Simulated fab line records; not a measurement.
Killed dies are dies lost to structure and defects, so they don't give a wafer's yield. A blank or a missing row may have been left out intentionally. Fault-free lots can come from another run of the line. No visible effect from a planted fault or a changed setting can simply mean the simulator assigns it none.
Which of the tools did it?	flow rit cmos	45 wafers sampled from 15 lots at 1 step of a route of 202

## WHAT EACH GAUGE READ, for each wafer
Not one reading of a measure or inspect step in the record can be checked against a usual standard deviation.

## WHICH TOOL RAN EACH LOT (tool, then ch and the chambers of the sampled wafers, then the start)
lot	RIT_ACTIVE_STRIP_14
L635	plasma asher-04 ch 0,1, day 1 17:23
L636	plasma asher-01 ch 0,1, day 1 20:19
L637	plasma asher-01 ch 0,1, day 2 01:42
L638	plasma asher-03 ch 0,1, day 2 06:01
L639	plasma asher-01 ch 0,1, day 2 11:15
L641	plasma asher-01 ch 0,1, day 2 20:58
L643	plasma asher-04 ch 0,1, day 3 07:31
L644	plasma asher-01 ch 0,1, day 3 15:02
L646	plasma asher-04 ch 0,1, day 3 21:58
L647	plasma asher-04 ch 0,1, day 4 02:54
L648	plasma asher-01 ch 0,1, day 4 09:53
L650	plasma asher-04 ch 0,1, day 4 18:46
L654	plasma asher-03 ch 0,1, day 5 13:50
L655	plasma asher-01 ch 0,1, day 5 20:01
L656	plasma asher-01 ch 0,1, day 6 00:54
- RIT_ACTIVE_STRIP_14: strips in O2, time 180 s.

## WHAT THE TOOLS THEMSELVES READ (means of the sampled wafers that have a number; where no wafer has one, the mark that the record gives instead)
RIT_ACTIVE_STRIP_14. Usual: chamber pressure mTorr 4001 mTorr, standard deviation 3.3; drypump motor current A 5.6 A, standard deviation 0.37.
lot	tool	chamber pressure mTorr (mTorr)	drypump motor current A (A)	flag
L635	plasma asher-04	4002	5.3	
L636	plasma asher-01	3999	5.8	
L637	plasma asher-01	4001	6.0	
L638	plasma asher-03	4004	5.5	
L639	plasma asher-01	4006	5.8	
L641	plasma asher-01	3996	5.9	
L643	plasma asher-04	4001	5.5	
L644	plasma asher-01	4003	5.8	
L646	plasma asher-04	4536	5.3	OFF
L647	plasma asher-04	4536	5.3	OFF
L648	plasma asher-01	4001	5.9	
L650	plasma asher-04	4270	5.5	OFF
L654	plasma asher-03	4000	5.5	
L655	plasma asher-01	3998	5.8	
L656	plasma asher-01	4000	6.0	

## THE ANSWER, worked out from the rows above alone
Rule: take the mean of a lot's wafers that have a number; if it is more than 3 standard deviations from the usual mean, the lot is off. Also off: a lot with no number at a reading for which 4 or more lots have one. All remaining lots with rows at the step are treated as sound. The gauges are gone through in route order, then the tools' own readings, and for those a lot's mean is taken as printed above. At the first step where some lot is off, the reading lying furthest off is the one used; lots without a number count as furthest.
Off, at RIT_ACTIVE_STRIP_14 on chamber pressure mTorr: L646, L647, L650.
A tool fits if, at that step or a process step before it, it ran every lot that is off, and no sound lot after the first of them. One fits: plasma asher-04 at RIT_ACTIVE_STRIP_14. Its last sound lot is L643 (day 3 07:31), its first lot that is off L646 (day 3 21:58): a fault that began between those two fits.
On the lots that are off, the tool's own readings at RIT_ACTIVE_STRIP_14 differ by more than 5 times the standard deviation of the sound lots' means, which bears it out; chamber pressure mTorr reads 4447 mTorr there versus 4001 mTorr on the sound lots.

## WHAT THE SIMULATOR HAD INSERTED
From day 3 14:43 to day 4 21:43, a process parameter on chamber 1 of plasma asher-04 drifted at RIT_ACTIVE_STRIP_14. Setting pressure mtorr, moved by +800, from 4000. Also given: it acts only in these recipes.
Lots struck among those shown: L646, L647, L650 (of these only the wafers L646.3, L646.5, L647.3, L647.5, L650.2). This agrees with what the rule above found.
